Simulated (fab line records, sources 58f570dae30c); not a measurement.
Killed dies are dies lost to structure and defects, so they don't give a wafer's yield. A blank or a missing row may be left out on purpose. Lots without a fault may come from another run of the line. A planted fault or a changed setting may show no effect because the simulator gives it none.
fab line records | flow berkeley_cmos170
record lots=14 wafers=42 last_day=11
route steps=331 shown M1@238 V1@265
lots that met no fault: from a run of the same line without faults
start_h: hours from the record's first day to the start of the lot's first wafer shown | wait_h: hours since the lot's step before | " the same as in the row above | L1.1+2: a row that stands for several wafers | - no value, or no start given | * or withheld: withheld | < > ~ a bound
route shown NAME@n: a module of which the file shows steps, and the number in the route of the first | usual: mean/standard deviation of fault-free wafers | same: alike in all rows | chamber/n: place in a boat | sites: the reading at each site | _std_site: their standard deviation | _edge_site: outer sites' mean less inner sites' | radius_mm: how far each site lies from the wafer's centre | mask NAME#n: copy n | behind: the tool/chamber that last shaped the wafer | hold: why the lot was held/for how many hours/how that ended | device: the transistor (n, p or np) that didn't switch | end of line: the same wafers' tests at the end of the route | a step without rows: its recipe alone | killed: dies lost to structure and defects at the first sort, not the wafer's yield | map: a wafer's dies, x killed, . not, _ none there
set.NAME: the setting as run; set.NAME@STEP: as run at that earlier step | model.NAME: the simulator's own value behind a step, which no gauge read
steps of the route over a sample of lots; a table a step, a row a wafer
services: from which hour (start_h, from the record's first day; less than 0 if before it) a tool's chamber was out of use, for how many hours, and why
## steps
# step UCB170_M1_SPUTTER_00
# recipe material=Al target_thk_nm=600 time_s=80 power_w=6000 chamber_pressure_pa=0.5
# usual throttle_valve_pct=30.8/0.61
# columns lot.wafer tool chamber start_h wait_h throttle_valve_pct
L356.1 pvd_sputter-01 - 160.32 0.0 30.7
L356.2 " - " " 30.7
L356.4 " - " " 30.5
L357.1 pvd_sputter-02 - 167.56 0.0 31.8
L357.3 " - " " 30.7
L357.5 " - " " 30.6
L358.1 pvd_sputter-04 - 169.50 0.0 30.3
L358.5 " - " " 31.9
L358.6 " - " " 30.0
L359.1 pvd_sputter-01 - 169.74 0.0 30.9
L359.3 " - " " 30.5
L359.6 " - " " 30.4
L361.2 pvd_sputter-02 - 186.87 0.0 31.9
L361.3 " - " " 30.6
L361.5 " - " " 30.9
L362.2 pvd_sputter-02 - 194.72 0.0 31.7
L362.5 " - " " 30.7
L362.6 " - " " 31.7
L366.1 pvd_sputter-01 - 216.51 0.0 30.1
L366.2 " - " " 30.6
L366.4 " - " " 30.7
L371.3 pvd_sputter-04 - 239.45 0.0 30.0
L371.4 " - " " 30.7
L371.5 " - " " 30.5
L373.1 pvd_sputter-01 - 239.64 0.0 31.6
L373.3 " - " " 30.4
L373.5 " - " " 30.4
L370.1 pvd_sputter-04 - 239.83 0.0 30.3
L370.3 " - " " 30.1
L370.6 " - " " 31.8
L374.1 pvd_sputter-01 - 248.16 0.0 30.7
L374.3 " - " " 31.6
L374.5 " - " " 30.6
L377.3 pvd_sputter-04 - 254.24 0.0 32.0
L377.4 " - " " 30.2
L377.6 " - " " 30.3
L376.1 pvd_sputter-01 - 255.00 0.0 30.6
L376.3 " - " " 30.4
L376.4 " - " " 31.5
L375.1 pvd_sputter-02 - 255.24 0.0 30.4
L375.3 " - " " 31.7
L375.6 " - " " 31.8
# step UCB170_M1_ETCH_11
# recipe chemistry=N2/H2 target_depth_a=withheld overetch_a=withheld target=BARC time_s=withheld source_w=500 bias_w=100 pressure_mtorr=30 n2_flow_sccm=100 h2_flow_sccm=200
# usual drypump_motor_current_A=6.0/0.48 oes_product_au=1.00/0.033 throttle_valve_pct=13.34/0.19
# columns lot.wafer tool chamber start_h wait_h drypump_motor_current_A oes_product_au throttle_valve_pct
L356.1 rie_diel-01 3 162.09 0.0 5.7 0.99 13.26
L356.2 " 1 " " 5.6 1.01 13.77
L356.4 " 0 " " 6.0 0.95 13.36
L357.1 rie_diel-03 2 168.97 0.0 6.6 1.01 13.22
L357.3 " 0 " " 6.5 0.94 13.31
L357.5 " 0 " " 6.5 0.94 13.30
L358.1 rie_diel-01 1 170.74 0.0 5.6 1.03 13.78
L358.5 " 3 " " 5.6 0.99 13.23
L358.6 " 0 " " 6.0 0.95 13.40
L359.1 rie_diel-03 0 171.32 0.0 6.5 0.95 13.29
L359.3 " 1 " " 5.9 1.03 13.20
L359.6 " 3 " " 6.1 1.05 13.55
L361.2 rie_diel-03 1 188.53 0.0 6.0 1.03 13.20
L361.3 " 0 " " 6.5 0.95 13.31
L361.5 " 2 " " 6.5 1.01 13.23
L362.2 rie_diel-04 1 196.09 0.0 5.0 1.01 13.06
L362.5 " 3 " " 6.0 0.96 13.18
L362.6 " 0 " " 5.7 1.01 13.41
L366.1 rie_diel-03 2 219.13 0.0 6.6 1.00 13.21
L366.2 " 0 " " 6.4 0.94 13.31
L366.4 " 1 " " 6.0 1.03 13.20
L371.3 rie_diel-01 1 242.25 0.0 5.6 1.03 13.80
L371.4 " 3 " " 5.7 1.00 13.24
L371.5 " 2 " " 6.8 1.03 13.32
L373.1 rie_diel-04 3 242.80 0.0 6.0 0.96 13.18
L373.3 " 0 " " 5.7 1.01 13.40
L373.5 " 1 " " 5.0 1.01 13.08
L370.1 rie_diel-04 3 243.25 0.0 6.0 0.94 13.18
L370.3 " 0 " " 5.7 1.00 13.40
L370.6 " 1 " " 4.9 1.01 13.07
L374.1 rie_diel-01 0 250.18 0.0 6.0 0.94 13.37
L374.3 " 3 " " 5.7 0.98 13.24
L374.5 " 0 " " 6.0 0.95 13.38
L377.3 rie_diel-01 3 256.02 0.0 5.7 0.98 13.24
L377.4 " 2 " " 6.7 1.05 13.29
L377.6 " 2 " " 6.8 1.05 13.31
L376.1 rie_diel-03 3 257.30 0.0 6.2 1.03 13.53
L376.3 " 2 " " 6.5 1.01 13.22
L376.4 " 1 " " 5.9 1.03 13.17
L375.1 rie_diel-01 2 257.61 0.0 6.8 1.04 13.30
L375.3 " 3 " " 5.7 0.99 13.26
L375.6 " 0 " " 6.0 0.95 13.38
# step UCB170_V1_DEVELOP_11
# recipe developer=TMAH develop_time_s=45 resist=KrF dev_temp_c=21
# usual chill_plate_temp_C=23.01/0.11 develop_time_s=45/0
# columns lot.wafer tool chamber start_h wait_h chill_plate_temp_C develop_time_s
L356.1 litho_track-04 0 169 - 23.09 45
L356.2 " 0 " " 23.16 45
L356.4 " 0 " " 23.12 45
L358.1 litho_track-03 0 174 - 23.07 45
L358.5 " 0 175 - 23.21 45
L358.6 " 0 " " 23.25 45
L357.1 litho_track-03 0 175 - 23.07 45
L357.3 " 0 " " 23.01 45
L357.5 " 0 " " 22.99 45
L359.1 litho_track-01 0 178 - 23.06 45
L359.3 " 0 " " 23.06 45
L359.6 " 0 " " 23.02 45
L361.2 litho_track-03 0 197 - 23.05 45
L361.3 " 0 " " 23.03 45
L361.5 " 0 " " 23.00 45
L362.2 litho_track-03 0 205 - 23.09 45
L362.5 " 0 " " 22.96 45
L362.6 " 0 " " 23.06 45
L366.1 litho_track-01 0 223 - 22.83 45
L366.2 " 0 " " 23.06 45
L366.4 " 0 " " 22.85 45
L371.3 litho_track-01 0 247 - 23.27 45
L371.4 " 0 " " 23.18 45
L371.5 " 0 " " 23.00 45
L373.1 litho_track-04 - 248 - - -
L373.3 " - " " - -
L373.5 " - 249 - - -
L370.1 litho_track-04 - 249 - - -
L370.3 " - " " - -
L370.6 " - " " - -
L374.1 litho_track-04 0 256 - 22.88 45
L374.3 " 0 " " 22.93 45
L374.5 " 0 " " 22.87 45
L377.3 litho_track-03 0 263 - 23.01 45
L377.4 " 0 " " 23.09 45
L377.6 " 0 " " 23.05 45
L376.1 litho_track-01 0 264 - 22.92 45
L376.3 " 0 " " 22.94 45
L376.4 " 0 " " 22.96 45
L375.1 litho_track-03 0 264 - 23.00 45
L375.3 " 0 " " 23.04 45
L375.6 " 0 " " 23.18 45
# step UCB170_V1_OVL_MEAS_13
# usual V1_OVL=1/5.8
# columns lot.wafer tool chamber start_h wait_h V1_OVL[nm]
L356.1 overlay-01 - 170.16 0.1 5
L356.2 " - " " -1
L356.4 " - " " 7
L358.1 overlay-01 - 175.19 0.1 2
L358.5 " - " " 5
L358.6 " - " " -3
L357.1 overlay-01 - 175.47 0.1 14
L357.3 " - " " 15
L357.5 " - " " 6
L359.1 overlay-01 - 178.94 0.1 -2
L359.3 " - " " 7
L359.6 " - " " 7
L361.2 overlay-02 - 197.40 0.1 4
L361.3 " - " " 1
L361.5 " - " " 2
L362.2 overlay-01 - 205.28 0.1 -8
L362.5 " - " " -11
L362.6 " - " " -10
L366.1 overlay-01 - 223.67 0.1 6
L366.2 " - " " 5
L366.4 " - " " 2
L371.3 overlay-01 - 247.78 0.1 -1
L371.4 " - " " -3
L371.5 " - " " 1
L373.1 overlay-02 - 249.20 0.1 -
L373.3 " - " " -
L373.5 " - " " -
L370.1 overlay-02 - 249.94 0.1 -
L370.3 " - " " -
L370.6 " - " " -
L374.1 overlay-02 - 256.61 0.1 -1
L374.3 " - " " 0
L374.5 " - " " 0
L377.3 overlay-01 - 264.13 0.1 5
L377.4 " - " " -5
L377.6 " - " " -1
L376.1 overlay-01 - 264.54 0.1 6
L376.3 " - " " 11
L376.4 " - " " 2
L375.1 overlay-02 - 264.84 0.1 -3
L375.3 " - " " -2
L375.6 " - " " -6
## services
# columns tool chamber start_h hours kind
rie_diel-04 2 151.92 - clean
rie_diel-04 2 151.92 18.8 scheduled_down
rie_diel-04 2 151.92 18.8 vent_cycle
litho_track-01 - 192.51 - consumable_replace:filter
rie_diel-01 - 198.21 0.3 repair
rie_diel-01 2 209.91 3.7 repair
rie_diel-01 - 227.85 0.4 repair
rie_diel-04 2 240.14 12.7 repair
rie_diel-03 0 253.56 4.2 repair
pvd_sputter-01 - 264.16 1.3 repair
## key
first_sign step=UCB170_V1_DEVELOP_11 reading=tool_record direction=missing
effect none on later readings
met_at UCB170_V1_DEVELOP_11
struck_lots L370,L373
later_rows_left_out L370.1,L370.3,L370.6,L373.1,L373.3,L373.5
sort_left_out L370.1,L370.3,L370.6,L373.1,L373.3,L373.5
not_acting_at UCB170_M1_SPUTTER_00,UCB170_M1_ETCH_11,UCB170_V1_OVL_MEAS_13
fault kind=skipped_step_whole tool=litho_track-04 chamber=- onset_h=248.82 steps=UCB170_V1_DEVELOP_11 scope=struck_lots_only
# sort_left_out: the simulated sort isn't trusted on such a fault, so these wafers' sort isn't shown, and their yield isn't known
# later_rows_left_out: the simulator's readings of these wafers behind a module that went badly wrong aren't trusted and aren't shown, but for the sort
